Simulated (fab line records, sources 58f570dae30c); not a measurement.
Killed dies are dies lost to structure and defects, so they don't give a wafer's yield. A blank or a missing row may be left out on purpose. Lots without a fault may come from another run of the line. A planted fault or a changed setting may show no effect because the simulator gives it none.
Problem report in the 8D (eight disciplines) form, filled by code | flow berkeley_cmos170 | the parts of the form that need people (team, actions taken, sign-off) are left out

1. THE PROBLEM
SILICIDE_TI_RS at UCB170_SILICIDE_RS_MEAS_02 reads a mean of 30.2 ohm/sq on 1 wafer of 1 lot; wafers without a fault read 25.9 ohm/sq with a standard deviation of 0.37. That is +12 standard deviations from the usual mean.
The step: measures by four-point-probe.
First seen on wafer L353.2, day 10 07:27, on film_metro-03. The record holds 39 wafers of 13 lots with a number at this step. Rule for "out", or "out of limits": more than 4 standard deviations from the usual mean. The other wafers with a number count as sound.

2. WHAT IT IS AND WHAT IT IS NOT
question                    | is                | is not
which readings at this step | SILICIDE_TI_RS    | -
which lots                  | L353              | L342, L343, L344, L348, L357, L358, L359, L360, L362, L363, L364, L365
which wafers of those lots  | L353.2            | L353.4, L353.6
read on which gauges        | film_metro-03     | film_metro-01, film_metro-04
when                        | from day 10 07:27 | up to then (17 sound wafers); but 21 sound wafers of L358, L359, L360, L362, L363, L364, L365 came after

3. SUSPECTS, AND WHAT RULES EACH OUT
Counting: a tool at a process step up to the reading stays a suspect if it ran every lot that is out. Sound lots after the first of them don't rule it out here, since some wafers of a struck lot are sound.
- the gauge at UCB170_SILICIDE_RS_MEAS_02: kept. All the wafers that are out were read on film_metro-03, and no step on other tools shows them out.
- rie_diel-02 at UCB170_SPACER_ETCHBACK_03 (etches SiO2 in CHF3/CF4/Ar, stops on Si, target depth 376 nm, time 100 s): kept. It ran the lot that is out, L353 (day 10 01:42); its last sound lot up to then is L357 (day 9 20:14).
- pvd_sputter-02 at UCB170_SILICIDE_SPUTTER_01 (material Ti, target thk 30 nm, time 25 s): kept. It ran the lot that is out, L353 (day 10 07:23); its last sound lot up to then is L343 (day 7 22:35).
Left after counting: rie_diel-02 at UCB170_SPACER_ETCHBACK_03, pvd_sputter-02 at UCB170_SILICIDE_SPUTTER_01, film_metro-03 at UCB170_SILICIDE_RS_MEAS_02.

4. THE CAUSE (what the simulator had put in)
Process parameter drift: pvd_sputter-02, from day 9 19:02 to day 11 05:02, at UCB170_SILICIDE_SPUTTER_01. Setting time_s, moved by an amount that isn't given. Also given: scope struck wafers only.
Counting left 3 suspects, and this tool is among them.

5. THE CHAIN OF EFFECTS, in route order
Each row: a reading whose mean over the struck wafers that have a number lies more than 3 standard deviations from the usual. Only readings for which the record gives a usual standard deviation are gone through. hours: the time from each lot's start at the first step in this table that gives one to its start at this step, as a median over the lots. sigmas: the change in usual standard deviations.
hours | step                        | reading         | usual       | on struck wafers | change | sigmas
0     | UCB170_SILICIDE_RS_MEAS_02  | SILICIDE_TI_RS  | 25.9 ohm/sq | 30.2             | +4.3   | +12
0     | UCB170_SILICIDE_THK_MEAS_03 | SILICIDE_TI_THK | 30.6 nm     | 26.7             | -3.9   | -9.1

6. WHAT WOULD HAVE CAUGHT IT SOONER
In this record the first reading out of limits at a measuring or inspecting step was taken at day 10 07:27, 12 hours after the fault began at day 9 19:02.
Of the tool readings at UCB170_SILICIDE_SPUTTER_01 for which the record gives a usual standard deviation, none was out on any struck wafer, so an alarm limit of 4 standard deviations on them would not have fired.
All the lots that are out (1) had begun UCB170_SILICIDE_SPUTTER_01 on pvd_sputter-02 by day 10 07:27. A hold on the tool at that time would have spared none of them.
